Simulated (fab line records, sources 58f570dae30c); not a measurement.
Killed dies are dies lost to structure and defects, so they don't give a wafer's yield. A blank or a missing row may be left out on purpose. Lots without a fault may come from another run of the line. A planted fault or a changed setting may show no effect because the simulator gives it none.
Which tool did it? | flow berkeley_cmos170 | 11 lots, 33 wafers sampled, at 2 steps of a route of 331

WHAT THE GAUGES READ, wafer by wafer
UCB170_START_THK_MEAS_03.
lot  | measured    | on            | START_OXIDE_THK (nm)
L610 | day 1 11:43 | film_metro-04 | 20.6 20.7 20.2
L611 | day 1 20:13 | film_metro-04 | 19.5 19.7 19.7
L612 | day 2 00:32 | film_metro-04 | 20.0 19.9 19.8
L613 | day 2 07:28 | film_metro-03 | 19.0 19.2 19.2
L614 | day 2 11:03 | film_metro-03 | 19.6 20.1 20.2
L617 | day 3 04:44 | film_metro-03 | 25.6 25.7 25.5
L618 | day 3 04:44 | film_metro-04 | 25.9 25.5 25.8
L625 | day 4 16:05 | film_metro-03 | 20.2 19.9 20.3
L626 | day 4 21:31 | film_metro-03 | 20.4 20.6 20.7
L627 | day 5 02:32 | film_metro-01 | 19.6 19.5 19.3
L633 | day 6 08:40 | film_metro-01 | 19.9 19.8 20.0

WHICH TOOL RAN EACH LOT (tool, then ch and the chambers of the sampled wafers, then the start)
lot  | UCB170_START_OXIDATION_02
L610 | furnace-01 ch 0, day 1 10:13
L611 | furnace-01 ch 0, day 1 18:43
L612 | furnace-01 ch 0, day 1 22:58
L613 | furnace-02 ch 0, day 2 05:58
L614 | furnace-04 ch 0, day 2 09:32
L617 | furnace-04 ch 0, day 3 03:14
L618 | furnace-04 ch 0, day 3 03:14
L625 | furnace-01 ch 0, day 4 14:35
L626 | furnace-01 ch 0, day 4 20:01
L627 | furnace-02 ch 0, day 5 01:01
L633 | furnace-01 ch 0, day 6 07:10
- UCB170_START_OXIDATION_02: target thk 20 nm, ox time 1800 s.

THE ANSWER, worked out from the rows above alone
Rule: what is usual is taken from the lots themselves. Put in order of their means at a reading, lots are off if they are a third of the lots or fewer, leave a main group of 4 or more, and stand apart from it by a gap of 3 or more times the standard deviation of the main group's means; of several such gaps the widest counts. A main group whose means are all the same, to the digits that the tables above print for the reading, isn't used. A lot without any number at a reading at which 4 lots or more have one is off too. The other lots that the step has rows for count as sound.
Off: L617, L618, at UCB170_START_THK_MEAS_03 (START_OXIDE_THK). The main group: mean 19.9 nm, standard deviation 0.44.
A tool fits if, at a process step before that reading, it ran every lot that is off, and no sound lot after the first of them. The gauges at UCB170_START_THK_MEAS_03 are tried like those tools. One fits: furnace-04 at UCB170_START_OXIDATION_02. Its last sound lot is L614 (day 2 09:32), its first lot that is off L617 (day 3 03:14): a fault that began between those two fits.

WHAT THE SIMULATOR HAD PUT IN
Process parameter drift: furnace-04, from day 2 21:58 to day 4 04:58, at UCB170_START_OXIDATION_02. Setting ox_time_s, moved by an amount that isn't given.
Lots struck among those shown: L618, L617. The rule above found the same.
